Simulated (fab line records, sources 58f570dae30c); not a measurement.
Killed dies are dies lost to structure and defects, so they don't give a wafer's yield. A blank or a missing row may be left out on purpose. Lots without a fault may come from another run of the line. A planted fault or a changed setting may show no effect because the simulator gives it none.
Which tool did it? | flow berkeley_cmos170 | 11 lots, 33 wafers sampled, at 6 steps of a route of 331

WHAT THE GAUGES READ, wafer by wafer
UCB170_NVT_TW_MEAS_09.
lot  | measured    | on            | NVT_TW
L247 | day 6 20:43 | film_metro-02 | 525.3 525.1 525.8
L248 | day 6 20:58 | film_metro-03 | 526.5 529.9 526.4
L252 | day 7 08:07 | film_metro-03 | 528.5 529.4 529.1
L249 | day 7 08:11 | film_metro-01 | 528.6 532.0 528.3
L250 | day 7 08:27 | film_metro-02 | 525.9 525.0 527.8
L251 | day 7 08:38 | film_metro-03 | 529.7 529.9 528.8
L253 | day 7 22:14 | film_metro-02 | 525.5 527.8 524.6
L254 | day 7 22:22 | film_metro-01 | 528.4 530.9 530.7
L257 | day 8 18:32 | film_metro-01 | 531.0 530.3 529.4
L258 | day 9 05:32 | film_metro-01 | 524.8 526.7 527.7
L262 | day 9 17:41 | film_metro-03 | 520.8 522.0 521.8

UCB170_GATE_CD_MEAS_90: target cd 350 nm.
lot  | measured     | on        | cd_nm (nm)
L247 | day 7 13:32  | cd_sem-02 | 348.3 347.9 349.5
L248 | day 7 12:50  | cd_sem-01 | 347.6 346.7 348.1
L252 | day 8 02:01  | cd_sem-02 | 348.9 349.6 347.9
L249 | day 8 02:31  | cd_sem-02 | 347.8 348.9 348.3
L250 | day 8 02:37  | cd_sem-02 | 348.1 349.8 349.7
L251 | day 8 02:19  | cd_sem-02 | 349.3 349.0 350.1
L253 | day 8 18:17  | cd_sem-02 | 350.9 350.5 350.8
L254 | day 8 17:58  | cd_sem-02 | 349.2 349.5 349.6
L257 | day 9 11:24  | cd_sem-02 | 349.0 349.6 348.7
L258 | day 9 22:37  | cd_sem-02 | 350.8 350.7 348.3
L262 | day 10 10:45 | cd_sem-01 | 349.9 349.4 350.1

UCB170_NLDD_TW_MEAS_11.
lot  | measured     | on            | NLDD_TW
L247 | day 7 18:02  | film_metro-04 | 2204 2197 2200
L248 | day 7 17:32  | film_metro-04 | 2213 2203 2192
L252 | day 8 05:29  | film_metro-02 | 2224 2228 2232
L249 | day 8 06:44  | film_metro-02 | 2238 2233 2240
L250 | day 8 06:57  | film_metro-04 | 2206 2214 2211
L251 | day 8 06:41  | film_metro-01 | 2242 2235 2226
L253 | day 9 01:01  | film_metro-01 | 2234 2235 2237
L254 | day 9 00:53  | film_metro-04 | 2227 2220 2222
L257 | day 9 15:56  | film_metro-01 | 2302 2293 2311
L258 | day 10 03:07 | film_metro-04 | 2216 2215 2221
L262 | day 10 14:57 | film_metro-02 | 2293 2288 2295

UCB170_PSD_CD_MEAS_06: target cd 1200 nm.
lot  | measured     | on        | cd_nm (nm)
L247 | day 8 01:34  | cd_sem-01 | 1200.2 1200.8 1200.5
L248 | day 7 21:38  | cd_sem-02 | 1200.6 1201.0 1201.8
L252 | day 8 15:16  | cd_sem-01 | 1196.9 1198.8 1198.5
L249 | day 8 15:34  | cd_sem-01 | 1200.0 1199.8 1202.0
L250 | day 8 15:38  | cd_sem-02 | 1201.8 1201.6 1201.8
L251 | day 8 15:35  | cd_sem-02 | 1201.3 1201.7 1202.4
L253 | day 9 08:20  | cd_sem-01 | 1200.3 1199.3 1198.5
L254 | day 9 08:11  | cd_sem-01 | 1202.5 1202.3 1202.2
L257 | day 9 22:48  | cd_sem-01 | 1200.0 1198.3 1197.3
L258 | day 10 10:52 | cd_sem-02 | 1198.2 1198.7 1198.7
L262 | day 10 21:33 | cd_sem-01 | 1199.7 1202.2 1200.9

UCB170_SDANNEAL_RS_MEAS_05: measures by four-point-probe.
lot  | measured     | on            | NLDD_RS (ohm/sq)
L247 | day 8 06:07  | film_metro-01 | 617.2 618.4 618.5
L248 | day 8 02:09  | film_metro-02 | 615.4 617.0 616.0
L252 | day 8 20:18  | film_metro-01 | 619.8 619.0 618.6
L249 | day 8 21:10  | film_metro-01 | 616.6 616.9 617.5
L250 | day 8 21:20  | film_metro-04 | 615.4 614.4 614.7
L251 | day 8 20:47  | film_metro-02 | 615.9 613.4 615.4
L253 | day 9 15:30  | film_metro-02 | 613.6 616.3 614.8
L254 | day 9 14:49  | film_metro-02 | 615.5 617.8 615.8
L257 | day 10 02:30 | film_metro-04 | 584.1 585.3 584.5
L258 | day 10 15:00 | film_metro-01 | 618.4 619.0 621.1
L262 | day 11 01:35 | film_metro-04 | 583.5 581.1 584.3

WHICH TOOL RAN EACH LOT (tool, then ch and the chambers of the sampled wafers, then the start)
lot  | UCB170_NLDD_IMPLANT_08
L247 | implanter-03 ch 0, day 7 17:40
L248 | implanter-01 ch 0, day 7 17:08
L252 | implanter-03 ch 0, day 8 05:05
L249 | implanter-03 ch 0, day 8 06:21
L250 | implanter-01 ch 0, day 8 06:33
L251 | implanter-01 ch 0, day 8 06:20
L253 | implanter-03 ch 0, day 9 00:37
L254 | implanter-01 ch 0, day 9 00:29
L257 | implanter-01 ch 0, day 9 15:33
L258 | implanter-03 ch 0, day 10 02:43
L262 | implanter-01 ch 0, day 10 14:33
- UCB170_NLDD_IMPLANT_08

WHAT THE TOOLS THEMSELVES READ (means of the sampled wafers that have a number; where no wafer has one, the mark that the record gives instead)
UCB170_NLDD_IMPLANT_08.
lot  | tool         | beam_energy_keV | end_station_pressure_torr (Torr)
L247 | implanter-03 | 30.006          | 4.78e-06
L248 | implanter-01 | 29.998          | 5.08e-06
L252 | implanter-03 | 30.001          | 5.19e-06
L249 | implanter-03 | 29.989          | 5.34e-06
L250 | implanter-01 | 30.005          | 4.94e-06
L251 | implanter-01 | 30.002          | 5.14e-06
L253 | implanter-03 | 29.976          | 5.08e-06
L254 | implanter-01 | 30.003          | 5.20e-06
L257 | implanter-01 | 36.607          | 5.35e-06
L258 | implanter-03 | 30.002          | 4.78e-06
L262 | implanter-01 | 36.604          | 5.30e-06

THE ANSWER, worked out from the rows above alone
Rule: what is usual is taken from the lots themselves. Put in order of their means at a reading, lots are off if they are a third of the lots or fewer, leave a main group of 4 or more, and stand apart from it by a gap of 3 or more times the standard deviation of the main group's means; of several such gaps the widest counts. A main group whose means are all the same, to the digits that the tables above print for the reading, isn't used. A lot without any number at a reading at which 4 lots or more have one is off too. The other lots that the step has rows for count as sound. The gauges are gone through in route order, then the tools' own readings, and for those a lot's mean is taken as printed above. The first step at which some lot is off is used, and at that step the reading that is off furthest; a lot without a number counts as furthest.
Off: L257, L262, at UCB170_NLDD_TW_MEAS_11 (NLDD_TW). The main group: mean 2221, standard deviation 13.
A tool fits if, at a process step before that reading, it ran every lot that is off, and no sound lot after the first of them. The gauges at UCB170_NLDD_TW_MEAS_11 aren't tried: what is off there is off at UCB170_SDANNEAL_RS_MEAS_05 too, on other tools, and a gauge's error can't cause that. One fits: implanter-01 at UCB170_NLDD_IMPLANT_08. Its last sound lot is L254 (day 9 00:29), its first lot that is off L257 (day 9 15:33): a fault that began between those two fits.
The tool's own readings at UCB170_NLDD_IMPLANT_08 bear it out: on the lots that are off they differ by more than 5 times the standard deviation of the sound lots' means. beam_energy_keV reads 36.605 there against 29.998 on the sound lots.

WHAT THE SIMULATOR HAD PUT IN
Process parameter drift: implanter-01, from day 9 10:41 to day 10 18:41, at UCB170_NLDD_IMPLANT_08. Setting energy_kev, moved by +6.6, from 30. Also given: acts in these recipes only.
Lots struck among those shown: L257, L262. The rule above found the same.
